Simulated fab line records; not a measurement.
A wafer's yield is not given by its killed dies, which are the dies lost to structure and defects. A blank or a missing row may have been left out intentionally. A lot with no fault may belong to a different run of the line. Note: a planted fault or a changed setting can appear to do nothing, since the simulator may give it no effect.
fab line records	flow rit-cmos
[record] lots = 14	wafers = 42	last-day = 8
route steps=202 shown ACTIVE@4 NWELL@37 GATE@97 M1@202
lots that met no fault: from a run of the same line without faults
start-h: the number of hours between the record's first day and the start of the first shown wafer of the lot	wait-h: hours from the lot's prior step to this one	" same as the row above	L1.1+2: several wafers, shown together as one row	- value missing, or start not given	* or withheld: withheld	< > ~ a bound
route shown NAME@n: names a module that has steps shown in the file, with the first one's number in the route	usual: the fault-free wafers' mean and standard deviation	same: alike in all rows	chamber/n: place in a boat	sites: per-site readings	_std_site: the values' standard deviation	_edge_site: outer sites' mean less inner sites'	radius-mm: for every site, how far away it sits from the centre of the wafer	mask NAME#n: copy n	behind: tool/chamber where the wafer was last shaped	hold: reason for holding the lot/hours on hold/outcome of the hold	device: names the non-switching transistor (n, p or np)	end of line: tests of these same wafers at the route's end	where a step has no rows: the recipe by itself	killed: dies that structure and defects cost at the first sort, which is not the same as the wafer's yield	map: a wafer's dies, marking killed ones x, the rest . and places with no die _
set.NAME: the run value of the setting; set.NAME@STEP: its run value at that earlier step	model.NAME: the simulator's own value behind a step, which no gauge read
route steps across a sampled set of lots; one table per step, one row per wafer
services: when a tool's chamber went out of use (start-h, in hours from the record's first day, below 0 if earlier), for how many hours, and the reason
[[steps]]
[step RIT_ACTIVE_CVD_03]
[recipe] material = Si3N4	target-thk-nm = 150	temp-c = 810	precursor = SiH2Cl2/NH3	time-s = 1500	pressure-mtorr = 300	sih2cl2-flow-sccm = 60	nh3-flow-sccm = 150
[usual] sih2cl2-flow-sccm = 60.02/0.17	spike-tc-centre-C = 812.9/1.1	spike-tc-load-C = 830.6/1.9	spike-tc-source-C = 833.5/1.7	susceptor-temp-C = 809.9/0.33	zone-power-load-pct = 21.6/2.1
lot.wafer	tool	chamber	start-h	wait-h	sih2cl2-flow-sccm	spike-tc-centre-C	spike-tc-load-C	spike-tc-source-C	susceptor-temp-C	zone-power-load-pct
L788.2	lpcvd-02	1	12.11	0.0	59.68	813.5	828.9	836.0	809.9	22.3
L788.3	"	1	"	"	59.95	814.0	831.8	834.5	810.5	21.9
L788.5	"	1	"	"	59.46	814.2	830.3	835.4	809.6	21.8
L789.1	lpcvd-02	1	17.11	0.1	60.18	812.4	831.1	835.4	810.3	22.0
L789.2	"	1	"	"	60.25	813.6	829.4	835.9	809.7	22.2
L789.4	"	1	"	"	59.94	814.9	828.0	834.9	810.5	22.1
L790.1	lpcvd-01	1	22.11	0.1	60.11	813.0	829.9	832.9	809.9	20.3
L790.2	"	1	"	"	60.27	813.5	829.1	833.9	810.1	20.5
L790.6	"	1	"	"	60.10	811.8	828.8	835.0	810.0	20.6
L791.2	lpcvd-02	0	27.11	0.0	60.02	812.4	833.3	830.5	810.3	19.2
L791.4	"	0	"	"	60.14	810.9	833.8	830.4	810.6	18.8
L791.6	"	0	"	"	59.84	810.8	835.0	829.9	810.1	18.9
L792.2	lpcvd-01	0	32.11	0.0	59.95	812.7	830.4	832.8	809.9	25.0
L792.3	"	0	"	"	59.90	811.6	829.1	834.6	809.9	25.0
L792.5	"	0	"	"	59.88	813.7	830.1	833.0	809.8	25.0
L793.2	lpcvd-01	1	37.11	0.0	60.22	814.5	830.2	834.2	809.8	20.1
L793.3	"	1	"	"	60.33	812.7	829.7	834.3	810.0	20.2
L793.5	"	1	"	"	60.15	814.0	829.5	833.7	809.9	20.2
L797.2	lpcvd-02	0	57.11	0.0	60.07	826.3	848.6	846.3	824.7	19.6
L797.4	"	0	"	"	59.97	826.5	849.0	845.2	825.0	19.7
L797.5	"	0	"	"	60.11	826.8	850.0	848.4	824.5	19.7
L798.1	lpcvd-02	0	62.11	0.1	60.13	827.5	849.8	846.8	825.2	19.8
L798.2	"	0	"	"	59.96	826.2	848.1	846.0	824.7	19.5
L798.3	"	0	"	"	60.20	826.9	850.0	845.9	825.3	19.3
L802.2	lpcvd-01	0	82.11	0.0	59.86	813.0	829.2	831.8	810.2	24.7
L802.4	"	0	"	"	59.62	814.2	829.7	832.5	810.1	24.4
L802.5	"	0	"	"	59.98	814.6	828.5	833.9	809.7	24.8
L803.1	lpcvd-01	1	87.11	0.1	59.83	811.9	828.3	834.1	810.3	20.3
L803.5	"	1	"	"	59.96	812.9	829.2	835.2	810.3	20.4
L803.6	"	1	"	"	59.95	813.0	830.6	834.4	809.9	20.0
L804.1	lpcvd-01	0	92.11	0.1	59.89	811.9	828.0	831.5	810.4	24.7
L804.2	"	0	"	"	60.07	810.8	829.2	834.0	810.3	24.6
L804.4	"	0	"	"	59.78	813.9	828.6	834.4	809.9	24.5
L807.1	lpcvd-01	0	107.30	0.1	60.10	813.1	829.6	834.0	810.5	24.9
L807.5	"	0	"	"	59.73	811.2	828.5	833.4	810.6	24.9
L807.6	"	0	"	"	59.88	812.5	830.4	833.4	810.2	24.8
L810.1	lpcvd-01	1	123.08	0.1	60.37	811.9	828.8	833.2	809.5	20.3
L810.3	"	1	"	"	60.17	812.1	831.1	833.7	809.6	20.7
L810.5	"	1	"	"	59.99	814.4	830.9	834.9	809.9	20.5
L811.1	lpcvd-01	1	127.83	0.1	60.22	813.7	830.5	834.2	809.8	20.4
L811.2	"	1	"	"	60.19	813.4	830.3	834.4	810.2	20.0
L811.3	"	1	"	"	60.20	813.6	829.8	833.5	810.0	20.2
[step RIT_ACTIVE_THK_MEAS_04]
[recipe] reads = Si3N4_of_ACTIVE_CVD_03
[usual] ACTIVE_NITRIDE_THK = 149.9/1.4
lot.wafer	tool	chamber	start-h	wait-h	ACTIVE_NITRIDE_THK[nm]
L788.2	film-metro-04	-	13.54	0.0	151.3
L788.3	"	-	"	"	149.4
L788.5	"	-	"	"	150.0
L789.1	film-metro-01	-	18.53	0.0	150.8
L789.2	"	-	"	"	150.2
L789.4	"	-	"	"	150.6
L790.1	film-metro-03	-	23.53	0.0	149.0
L790.2	"	-	"	"	149.3
L790.6	"	-	"	"	149.5
L791.2	film-metro-03	-	28.54	0.0	150.6
L791.4	"	-	"	"	149.7
L791.6	"	-	"	"	149.5
L792.2	film-metro-03	-	33.54	0.0	150.8
L792.3	"	-	"	"	149.3
L792.5	"	-	"	"	148.8
L793.2	film-metro-03	-	38.54	0.0	148.9
L793.3	"	-	"	"	149.7
L793.5	"	-	"	"	149.4
L797.2	film-metro-03	-	58.54	0.0	193.0
L797.4	"	-	"	"	194.4
L797.5	"	-	"	"	194.9
L798.1	film-metro-03	-	63.53	0.0	194.3
L798.2	"	-	"	"	194.7
L798.3	"	-	"	"	194.6
L802.2	film-metro-01	-	83.54	0.0	151.1
L802.4	"	-	"	"	151.2
L802.5	"	-	"	"	152.6
L803.1	film-metro-03	-	88.53	0.0	149.1
L803.5	"	-	"	"	149.2
L803.6	"	-	"	"	149.1
L804.1	film-metro-04	-	93.53	0.0	151.3
L804.2	"	-	"	"	150.6
L804.4	"	-	"	"	148.9
L807.1	film-metro-03	-	108.72	0.0	151.0
L807.5	"	-	"	"	151.3
L807.6	"	-	"	"	150.8
L810.1	film-metro-01	-	125.20	0.0	151.4
L810.3	"	-	"	"	150.5
L810.5	"	-	"	"	149.9
L811.1	film-metro-01	-	129.24	0.0	152.2
L811.2	"	-	"	"	152.3
L811.3	"	-	"	"	151.8
[step RIT_ACTIVE_ETCH_13]
[recipe] stop-on = SiO2	chemistry = SF6	target = Si3N4	time-s = 210	over-etch-frac = 0.4	SF6_flow_sccm = 200	pressure-mtorr = 260	rf-w = 125	target-depth-a = 2100
[usual] drypump-motor-current-A = 6.0/0.46	oes-product-au = 0.824/0.011	throttle-valve-pct = 7.48/0.13
[same] over-etch-frac = 0.4
lot.wafer	tool	chamber	start-h	wait-h	drypump-motor-current-A	oes-product-au	rf-hours-counter-h	throttle-valve-pct
L788.2	rie-diel-02	0	14.83	0.1	6.4	0.837	51	7.60
L788.3	"	3	"	"	6.6	0.820	4	7.54
L788.5	"	1	"	"	6.2	0.840	-	7.38
L789.1	rie-diel-04	1	20.02	0.1	5.8	0.816	163	7.54
L789.2	"	0	"	"	5.5	0.817	2	7.39
L789.4	"	2	"	"	6.3	0.815	3	7.72
L790.1	rie-diel-03	1	24.71	0.1	5.9	0.817	143	7.29
L790.2	"	0	"	"	5.3	0.819	9	7.54
L790.6	"	2	"	"	5.1	0.824	-	7.27
L791.2	rie-diel-03	2	29.71	0.1	5.1	0.839	171	7.26
L791.4	"	1	"	"	5.9	0.813	143	7.31
L791.6	"	1	"	"	5.8	0.800	-	7.30
L792.2	rie-diel-04	2	34.84	0.1	6.3	0.815	4	7.72
L792.3	"	3	"	"	6.2	0.838	51	7.59
L792.5	"	3	"	"	6.2	0.838	-	7.60
L793.2	rie-diel-02	2	39.83	0.1	6.5	0.815	8	7.47
L793.3	"	3	"	"	6.6	0.820	-	7.54
L793.5	"	2	"	"	6.5	0.816	-	7.45
L797.2	rie-diel-02	0	59.71	0.1	6.4	0.959	51	7.60
L797.4	"	2	"	"	6.5	0.954	9	7.46
L797.5	"	3	"	"	6.6	0.963	-	7.55
L798.1	rie-diel-02	2	64.94	0.1	6.5	0.955	9	7.47
L798.2	"	1	"	"	6.2	0.970	21	7.39
L798.3	"	3	"	"	6.6	0.959	5	7.56
L802.2	rie-diel-04	0	84.83	0.1	5.5	0.823	3	7.40
L802.4	"	0	"	"	5.5	0.824	-	7.39
L802.5	"	2	"	"	6.4	0.814	-	7.72
L803.1	rie-diel-03	3	89.83	0.1	5.8	0.827	9	7.38
L803.5	"	0	"	"	5.3	0.820	-	7.55
L803.6	"	1	"	"	5.9	0.815	-	7.30
L804.1	rie-diel-02	3	94.94	0.1	6.6	0.829	6	7.55
L804.2	"	2	"	"	6.5	0.819	9	7.47
L804.4	"	0	"	"	6.4	0.831	52	7.59
L807.1	rie-diel-04	0	110.02	0.1	5.5	0.823	4	7.39
L807.5	"	1	"	"	5.9	0.826	-	7.54
L807.6	"	2	"	"	6.3	0.810	-	7.73
L810.1	rie-diel-04	3	126.51	0.1	6.1	0.842	53	7.60
L810.3	"	1	"	"	5.9	0.819	1	7.54
L810.5	"	3	"	"	6.1	0.842	-	7.59
L811.1	rie-diel-03	0	130.55	0.1	5.3	0.834	11	7.56
L811.2	"	3	"	"	5.8	0.840	9	7.38
L811.3	"	1	"	"	5.8	0.820	145	7.30
[step RIT_NWELL_STRIP_09]
[recipe] chemistry = O2	time-s = 180	resist = NOVOLAK	platen-temp-c = withheld	power-w = 500	pressure-mtorr = 4000	o2-flow-sccm = 4000
[usual] drypump-motor-current-A = 6.0/0.51
lot.wafer	tool	chamber	start-h	wait-h	drypump-motor-current-A	rf-hours-counter-h
L788.2	plasma-asher-04	0	22.26	0.1	6.6	44
L788.3	"	1	"	"	5.2	-
L788.5	"	1	"	"	5.2	-
L789.1	plasma-asher-01	1	27.52	0.1	6.3	43
L789.2	"	0	"	"	5.8	43
L789.4	"	1	"	"	6.3	-
L790.1	plasma-asher-04	0	33.16	0.1	6.6	45
L790.2	"	1	"	"	5.2	45
L790.6	"	0	"	"	6.6	-
L791.2	plasma-asher-02	1	35.63	0.1	6.5	23
L791.4	"	0	"	"	5.4	-
L791.6	"	0	"	"	5.4	-
L792.2	plasma-asher-02	1	41.74	0.1	6.5	23
L792.3	"	1	"	"	6.5	-
L792.5	"	1	"	"	6.5	-
L793.2	plasma-asher-04	1	45.95	0.1	5.2	46
L793.3	"	0	"	"	6.6	-
L793.5	"	0	"	"	6.6	-
L797.2	plasma-asher-04	0	66.18	0.1	6.6	48
L797.4	"	1	"	"	5.2	-
L797.5	"	1	"	"	5.2	-
L798.1	plasma-asher-02	1	71.19	0.1	6.5	26
L798.2	"	0	"	"	5.4	26
L798.3	"	1	"	"	6.5	-
L802.2	plasma-asher-01	1	91.70	0.1	6.3	50
L802.4	"	1	"	"	6.3	-
L802.5	"	1	"	"	6.3	-
L803.1	plasma-asher-04	0	97.40	0.1	6.7	52
L803.5	"	1	"	"	5.2	-
L803.6	"	0	"	"	6.6	-
L804.1	plasma-asher-01	1	103.56	0.1	6.3	51
L804.2	"	0	"	"	5.7	51
L804.4	"	0	"	"	5.7	-
L807.1	plasma-asher-01	1	118.80	0.1	6.3	53
L807.5	"	0	"	"	5.8	-
L807.6	"	1	"	"	6.3	-
L810.1	plasma-asher-02	0	136.22	0.1	5.4	33
L810.3	"	0	"	"	5.4	-
L810.5	"	0	"	"	5.4	-
L811.1	plasma-asher-01	1	140.17	0.1	6.3	55
L811.2	"	0	"	"	5.7	55
L811.3	"	0	"	"	5.7	-
[step RIT_NWELL_TW_MEAS_10]
[usual] NWELL_TW = 2136/29
lot.wafer	tool	chamber	start-h	wait-h	NWELL_TW
L788.2	film-metro-01	-	22.44	0.1	2174
L788.3	"	-	"	"	2177
L788.5	"	-	"	"	2184
L789.1	film-metro-04	-	27.69	0.1	2104
L789.2	"	-	"	"	2100
L789.4	"	-	"	"	2113
L790.1	film-metro-02	-	33.33	0.1	2128
L790.2	"	-	"	"	2121
L790.6	"	-	"	"	2128
L791.2	film-metro-01	-	35.82	0.1	2157
L791.4	"	-	"	"	2158
L791.6	"	-	"	"	2156
L792.2	film-metro-02	-	41.93	0.1	2115
L792.3	"	-	"	"	2141
L792.5	"	-	"	"	2129
L793.2	film-metro-04	-	46.13	0.1	2116
L793.3	"	-	"	"	2120
L793.5	"	-	"	"	2120
L797.2	film-metro-01	-	66.36	0.1	2158
L797.4	"	-	"	"	2182
L797.5	"	-	"	"	2184
L798.1	film-metro-01	-	71.36	0.1	2176
L798.2	"	-	"	"	2174
L798.3	"	-	"	"	2162
L802.2	film-metro-04	-	91.88	0.1	2119
L802.4	"	-	"	"	2119
L802.5	"	-	"	"	2102
L803.1	film-metro-04	-	97.57	0.1	2107
L803.5	"	-	"	"	2119
L803.6	"	-	"	"	2117
L804.1	film-metro-04	-	103.74	0.1	2124
L804.2	"	-	"	"	2115
L804.4	"	-	"	"	2114
L807.1	film-metro-01	-	118.97	0.1	2163
L807.5	"	-	"	"	2172
L807.6	"	-	"	"	2161
L810.1	film-metro-01	-	136.39	0.1	2180
L810.3	"	-	"	"	2172
L810.5	"	-	"	"	2157
L811.1	film-metro-02	-	140.34	0.1	2109
L811.2	"	-	"	"	2113
L811.3	"	-	"	"	2106
[step RIT_GATE_CD_MEAS_90]
[recipe] target-cd-nm = 150
[usual] cd-nm = 150.3/2.5
lot.wafer	tool	chamber	start-h	wait-h	cd-nm
L788.2	cd-sem-01	-	42.89	0.1	148.8
L788.3	"	-	"	"	149.3
L788.5	"	-	"	"	149.5
L789.1	cd-sem-01	-	44.52	0.1	155.8
L789.2	"	-	"	"	149.6
L789.4	"	-	"	"	150.9
L790.1	cd-sem-02	-	50.16	0.1	153.6
L790.2	"	-	"	"	154.7
L790.6	"	-	"	"	152.6
L791.2	cd-sem-02	-	54.52	0.1	150.9
L791.4	"	-	"	"	149.3
L791.6	"	-	"	"	148.2
L792.2	cd-sem-02	-	58.33	0.1	150.3
L792.3	"	-	"	"	146.7
L792.5	"	-	"	"	149.1
L793.2	cd-sem-02	-	62.99	0.1	149.8
L793.3	"	-	"	"	147.9
L793.5	"	-	"	"	149.0
L797.2	cd-sem-02	-	82.97	0.1	150.8
L797.4	"	-	"	"	152.0
L797.5	"	-	"	"	150.1
L798.1	cd-sem-02	-	86.98	0.1	147.3
L798.2	"	-	"	"	148.0
L798.3	"	-	"	"	147.1
L802.2	cd-sem-02	-	107.69	0.1	144.6
L802.4	"	-	"	"	146.4
L802.5	"	-	"	"	144.3
L803.1	cd-sem-02	-	115.08	0.1	153.8
L803.5	"	-	"	"	153.6
L803.6	"	-	"	"	154.4
L804.1	cd-sem-02	-	124.12	0.1	150.8
L804.2	"	-	"	"	151.0
L804.4	"	-	"	"	153.6
L807.1	cd-sem-02	-	138.52	0.1	150.1
L807.5	"	-	"	"	151.0
L807.6	"	-	"	"	149.0
L810.1	cd-sem-01	-	155.18	0.1	149.4
L810.3	"	-	"	"	151.3
L810.5	"	-	"	"	148.8
L811.1	cd-sem-02	-	159.88	0.1	148.5
L811.2	"	-	"	"	147.3
L811.3	"	-	"	"	150.5
[step RIT_M1_PROBE_99]
[usual] killed-at-contacts = 0.1/0.3	killed-at-front-end = 6.5/2.9	killed-dies = 6.6/3	killed-open = 3.3/2	killed-short = 3.3/1.9
[same] gross-dies = 264	killed_at_M0_to_M3 = 0	killed_at_M4_up = 0	killed-at-back-side = 0	killed-at-other = 0
lot.wafer	tool	chamber	start-h	wait-h	killed-at-contacts	killed-at-front-end	killed-dies	killed-open	killed-short
L788.2	prober-01	-	63.72	0.1	0	6	6	1	5
L788.3	prober-01	-	63.77	0.2	0	4	4	3	1
L788.5	prober-01	-	63.87	0.2	1	6	7	4	3
L789.1	prober-02	-	66.18	0.1	0	4	4	3	1
L789.2	prober-02	-	66.23	0.1	0	12	12	5	7
L789.4	prober-02	-	66.33	0.2	0	4	4	2	2
L790.1	prober-01	-	70.48	0.1	0	6	6	4	2
L790.2	prober-01	-	70.53	0.1	0	5	5	1	4
L790.6	prober-01	-	70.73	0.2	0	9	9	3	6
L791.2	prober-02	-	75.02	0.1	0	5	5	4	1
L791.4	prober-02	-	75.12	0.2	0	11	11	4	7
L791.6	prober-02	-	75.22	0.2	0	14	14	8	6
L792.2	prober-01	-	79.10	0.1	0	6	6	5	1
L792.3	prober-01	-	79.15	0.2	1	5	6	2	4
L792.5	prober-01	-	79.25	0.2	1	9	10	5	5
L793.2	prober-02	-	83.72	0.1	0	9	9	5	4
L793.3	prober-02	-	83.77	0.2	0	12	12	6	6
L793.5	prober-02	-	83.87	0.2	0	10	10	7	3
L797.2	prober-02	-	104.17	0.1	0	4	4	1	3
L797.4	prober-02	-	104.27	0.2	0	2	2	2	0
L797.5	prober-02	-	104.31	0.2	0	4	4	2	2
L798.1	prober-01	-	106.62	0.1	0	1	1	0	1
L798.2	prober-01	-	106.67	0.1	0	9	9	7	0
L798.3	prober-01	-	106.72	0.2	0	0	0	0	0
L802.2	prober-01	-	129.44	0.1	1	8	9	5	4
L802.4	prober-01	-	129.54	0.2	0	5	5	2	3
L802.5	prober-01	-	129.59	0.2	0	5	5	4	1
L803.1	prober-02	-	136.72	0.1	0	8	8	4	4
L803.5	prober-02	-	136.92	0.2	0	7	7	3	4
L803.6	prober-02	-	136.97	0.2	0	15	15	7	8
L804.1	prober-01	-	147.18	0.1	0	10	10	5	5
L804.2	prober-01	-	147.23	0.1	0	8	8	5	3
L804.4	prober-01	-	147.33	0.2	0	8	8	3	5
L807.1	prober-02	-	160.86	0.1	0	6	6	2	4
L807.5	prober-02	-	161.06	0.2	0	1	1	0	1
L807.6	prober-02	-	161.11	0.2	0	6	6	3	3
L810.1	prober-01	-	177.53	0.1	0	6	6	4	2
L810.3	prober-01	-	177.63	0.2	0	8	8	5	3
L810.5	prober-01	-	177.73	0.2	1	6	7	5	2
L811.1	prober-02	-	184.11	0.1	0	5	5	0	5
L811.2	prober-02	-	184.16	0.1	1	3	4	2	2
L811.3	prober-02	-	184.21	0.2	0	6	6	2	4
// killed by level:class
L788.2 GATE:geometric-particle:short=4 FOX1:geometric-particle:short=1 GATE:geometric-particle:open=1
L788.3 FOX1:geometric-particle:open=3 GATE:geometric-particle:short=1
L788.5 FOX1:geometric-particle:open=2 GATE:geometric-particle:short=1 SPACER:geometric-particle:open=1 SPACER:geometric-particle:short=1 SILICIDE:geometric-particle:open=1 CONTACT:geometric-particle:short=1
L789.1 GATE:geometric-particle:open=1 GATE:geometric-particle:short=1 REOX:geometric-particle:open=1 SPACER:geometric-particle:open=1
L789.2 GATE:geometric-particle:short=6 GATE:geometric-particle:open=4 REOX:geometric-particle:open=1 REOX:geometric-particle:short=1
L789.4 GATE:geometric-particle:short=2 GATE:geometric-particle:open=2
L790.1 SPACER:geometric-particle:open=2 GATE:geometric-particle:open=1 GATE:geometric-particle:short=1 SILICIDE:geometric-particle:open=1 SILICIDE:geometric-particle:short=1
L790.2 SPACER:geometric-particle:short=2 FOX2:geometric-particle:short=1 SPACER:geometric-particle:open=1 SILICIDE:geometric-particle:short=1
L790.6 GATE:geometric-particle:short=3 FOX2:geometric-particle:short=1 FOX2:geometric-particle:open=1 GATE:geometric-particle:open=1 REOX:geometric-particle:short=1 SPACER:geometric-particle:short=1 SILICIDE:geometric-particle:open=1
L791.2 SPACER:geometric-particle:open=2 GATE:geometric-particle:open=1 SILICIDE:geometric-particle:open=1 SILICIDE:geometric-particle:short=1
L791.4 GATE:geometric-particle:short=3 FOX1:geometric-particle:short=2 GATE:geometric-particle:open=2 FOX1:geometric-particle:open=1 FOX2:geometric-particle:open=1 SPACER:geometric-particle:short=1 SILICIDE:geometric-particle:short=1
L791.6 GATE:geometric-particle:open=3 GATE:geometric-particle:short=2 REOX:geometric-particle:short=2 REOX:geometric-particle:open=2 SPACER:geometric-particle:open=2 FOX1:geometric-particle:short=1 SPACER:geometric-particle:short=1 SILICIDE:geometric-particle:open=1
L792.2 FOX1:geometric-particle:open=3 SILICIDE:geometric-particle:open=2 FOX2:geometric-particle:short=1
L792.3 FOX1:geometric-particle:short=1 GATE:geometric-particle:short=1 GATE:geometric-particle:open=1 SPACER:geometric-particle:open=1 SPACER:geometric-particle:short=1 CONTACT:geometric-particle:short=1
L792.5 FOX1:geometric-particle:open=2 GATE:geometric-particle:open=2 GATE:geometric-particle:short=2 SPACER:geometric-particle:short=1 SPACER:geometric-particle:open=1 SILICIDE:geometric-particle:short=1 CONTACT:geometric-particle:short=1
L793.2 GATE:geometric-particle:open=3 GATE:geometric-particle:short=2 SILICIDE:geometric-particle:open=2 SILICIDE:geometric-particle:short=2
L793.3 GATE:geometric-particle:short=4 SILICIDE:geometric-particle:open=3 REOX:geometric-particle:open=2 SILICIDE:geometric-particle:short=2 GATE:geometric-particle:open=1
L793.5 GATE:geometric-particle:open=3 SILICIDE:geometric-particle:open=3 SILICIDE:geometric-particle:short=2 GATE:geometric-particle:short=1 REOX:geometric-particle:open=1
L797.2 GATE:geometric-particle:short=2 FOX2:geometric-particle:short=1 GATE:geometric-particle:open=1
L797.4 FOX1:geometric-particle:open=1 GATE:geometric-particle:open=1
L797.5 SILICIDE:geometric-particle:short=2 REOX:geometric-particle:open=1 SPACER:geometric-particle:open=1
L798.1 FOX2:geometric-particle:short=1
L798.2 REOX:geometric-particle:open=4 ACTIVE:area-etch=2 GATE:geometric-particle:open=1 SPACER:geometric-particle:open=1 SILICIDE:geometric-particle:open=1
L798.3
L802.2 FOX1:geometric-particle:short=3 SPACER:geometric-particle:open=2 FOX2:geometric-particle:open=1 GATE:geometric-particle:open=1 REOX:geometric-particle:short=1 CONTACT:geometric-particle:open=1
L802.4 REOX:geometric-particle:open=2 SPACER:geometric-particle:short=2 REOX:geometric-particle:short=1
L802.5 SPACER:geometric-particle:open=3 FOX1:geometric-particle:short=1 FOX2:geometric-particle:open=1
L803.1 REOX:geometric-particle:short=4 GATE:geometric-particle:open=2 FOX1:geometric-particle:open=1 REOX:geometric-particle:open=1
L803.5 REOX:geometric-particle:open=2 FOX1:geometric-particle:short=1 FOX2:geometric-particle:open=1 FOX2:geometric-particle:short=1 GATE:geometric-particle:short=1 SPACER:geometric-particle:short=1
L803.6 FOX2:geometric-particle:open=3 GATE:geometric-particle:short=3 FOX1:geometric-particle:short=2 REOX:geometric-particle:short=2 FOX1:geometric-particle:open=1 FOX2:geometric-particle:short=1 GATE:geometric-particle:open=1 REOX:geometric-particle:open=1
L804.1 SILICIDE:geometric-particle:open=3 GATE:geometric-particle:short=2 SILICIDE:geometric-particle:short=2 GATE:geometric-particle:open=1 REOX:geometric-particle:open=1 SPACER:geometric-particle:short=1
L804.2 GATE:geometric-particle:open=4 FOX1:geometric-particle:short=1 FOX2:geometric-particle:short=1 FOX2:geometric-particle:open=1 REOX:geometric-particle:short=1
L804.4 SPACER:geometric-particle:short=2 FOX1:geometric-particle:short=1 GATE:geometric-particle:short=1 GATE:geometric-particle:open=1 REOX:geometric-particle:short=1 REOX:geometric-particle:open=1 SPACER:geometric-particle:open=1
L807.1 GATE:geometric-particle:short=2 FOX1:geometric-particle:open=1 FOX2:geometric-particle:short=1 FOX2:geometric-particle:open=1 REOX:geometric-particle:short=1
L807.5 GATE:geometric-particle:short=1
L807.6 GATE:geometric-particle:open=2 FOX1:geometric-particle:open=1 GATE:geometric-particle:short=1 REOX:geometric-particle:short=1 SILICIDE:geometric-particle:short=1
L810.1 GATE:geometric-particle:open=3 GATE:geometric-particle:short=1 REOX:geometric-particle:short=1 SILICIDE:geometric-particle:open=1
L810.3 GATE:geometric-particle:open=2 SPACER:geometric-particle:open=2 FOX1:geometric-particle:short=1 FOX2:geometric-particle:open=1 GATE:geometric-particle:short=1 SPACER:geometric-particle:short=1
L810.5 REOX:geometric-particle:open=2 FOX1:geometric-particle:short=1 GATE:geometric-particle:open=1 GATE:geometric-particle:short=1 SILICIDE:geometric-particle:open=1 CONTACT:geometric-particle:open=1
L811.1 GATE:geometric-particle:short=2 REOX:geometric-particle:short=2 SPACER:geometric-particle:short=1
L811.2 GATE:geometric-particle:short=1 REOX:geometric-particle:open=1 SILICIDE:geometric-particle:open=1 CONTACT:geometric-particle:short=1
L811.3 GATE:geometric-particle:open=2 GATE:geometric-particle:short=2 ACTIVE:geometric-particle:short=1 REOX:geometric-particle:short=1
[[services]]
tool	chamber	start-h	hours	kind
rie-diel-02	-	-4.70	0.6	repair
rie-diel-03	-	8.01	1.2	repair
rie-diel-02	2	8.25	2.4	repair
rie-diel-04	0	9.64	9.7	repair
rie-diel-02	1	36.91	5.5	repair
rie-diel-02	0	38.50	2.1	repair
rie-diel-03	2	39.61	-	clean
rie-diel-03	2	39.61	23.6	scheduled-down
rie-diel-03	2	39.61	23.6	vent-cycle
lpcvd-01	-	43.97	6.0	pm
rie-diel-04	-	67.33	4.4	repair
rie-diel-04	1	74.43	-	clean
rie-diel-04	1	74.43	15.8	scheduled-down
rie-diel-04	1	74.43	15.8	vent-cycle
rie-diel-03	3	97.68	2.4	repair
plasma-asher-04	-	108.75	9.0	pm
plasma-asher-04	0	108.75	9.0	vent-cycle
plasma-asher-04	1	108.75	9.0	vent-cycle
rie-diel-03	3	110.18	6.8	repair
lpcvd-01	-	110.38	0.7	repair
plasma-asher-04	0	117.75	-	clean
plasma-asher-04	1	117.75	-	clean
rie-diel-02	1	120.10	5.9	repair
rie-diel-03	-	125.75	2.8	pm
[[key]]
[first-sign] step = RIT_ACTIVE_CVD_03	reading = susceptor-temp-C	direction = up	sigmas = 45	usual = *	struck = *
[effect] step = RIT_ACTIVE_CVD_03	reading = spike-tc-centre-C	direction = up	sigmas = 12	usual = 812.9	struck = 826.7
[effect] step = RIT_ACTIVE_THK_MEAS_04	reading = ACTIVE_NITRIDE_THK	direction = up	sigmas = 32	usual = 149.9	struck = 194.3
[effect] step = RIT_ACTIVE_ETCH_13	reading = oes-product-au	direction = up	sigmas = 13	usual = 0.824	struck = 0.960
met-at RIT_ACTIVE_CVD_03
struck-lots L797,L798
struck-wafers L797.2,L797.4,L797.5,L798.1,L798.2,L798.3
tester-left-out L797,L798
not-acting-at RIT_NWELL_STRIP_09,RIT_NWELL_TW_MEAS_10,RIT_GATE_CD_MEAS_90
onset-between 27.11 57.11
[fault] kind = process-parameter-drift	tool = lpcvd-02	chamber = 0	onset-h = 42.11	steps = RIT_ACTIVE_CVD_03	channel = temp-c	offset = *	shape = step	end-h = 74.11	acts-in = *	stated = *
// tester-left-out: of these lots the tester's yield and bins aren't shown, on N5 and GAA mostly nor the transistor test; their killed dies are dies lost to structure and defects alone, not to doping, threshold or leakage, so they don't give the yield
